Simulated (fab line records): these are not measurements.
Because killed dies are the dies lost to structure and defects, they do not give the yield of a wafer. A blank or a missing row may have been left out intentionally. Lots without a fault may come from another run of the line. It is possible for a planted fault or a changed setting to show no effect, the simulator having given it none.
Chamber matching / flow berkeleyCmos170 / UCB170_PWELL_ETCH_14 on rieDiel-01: 4 sister chambers
The step etches Si3N4 in CH3F/Ar/O2, stops on SiO2, target depth 242 nm, time 151 s. 4 wafers are shown with their chamber, then 8 later ones without.

WAFERS PAIRED WITH THEIR CHAMBERS
wafer=L084.4; chamber=2; drypumpMotorCurrentA (A)=5.1
wafer=L084.5; chamber=0; drypumpMotorCurrentA (A)=5.2
wafer=L088.2; chamber=3; drypumpMotorCurrentA (A)=6.0
wafer=L090.3; chamber=1; drypumpMotorCurrentA (A)=4.8

WAFERS WITHOUT THEIR CHAMBER
wafer=L090.4; drypumpMotorCurrentA (A)=5.1
wafer=L090.6; drypumpMotorCurrentA (A)=6.0
wafer=L093.2; drypumpMotorCurrentA (A)=5.2
wafer=L093.4; drypumpMotorCurrentA (A)=5.2
wafer=L093.6; drypumpMotorCurrentA (A)=5.1
wafer=L095.1; drypumpMotorCurrentA (A)=5.0
wafer=L095.4; drypumpMotorCurrentA (A)=6.0
wafer=L095.5; drypumpMotorCurrentA (A)=5.2

WHICH CHAMBER EACH WENT THROUGH
wafer=L090.4; from the rows above=2; in truth=2
wafer=L090.6; from the rows above=3; in truth=3
wafer=L093.2; from the rows above=0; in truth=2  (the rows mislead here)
wafer=L093.4; from the rows above=0; in truth=0
wafer=L093.6; from the rows above=2; in truth=2
wafer=L095.1; from the rows above=2; in truth=2
wafer=L095.4; from the rows above=3; in truth=3
wafer=L095.5; from the rows above=0; in truth=0
Correctly placed: 7 of 8. Not placeable from these rows: 0. Wrongly placed: 1.
How it was worked out, from the rows above alone: a wafer's distance from a chamber is the root of the sum, over the readings, of the square of ((its reading less the chamber's mean) divided by the reading's scatter). If the next closest chamber is less than 2 further off than the closest, the wafer can't be placed; otherwise it belongs to the closest. A chamber's mean is the mean of its shown wafers. The scatter (one wafer shown for each chamber): square how far every hidden wafer sits from the nearest shown wafer, average those squares and take the square root.
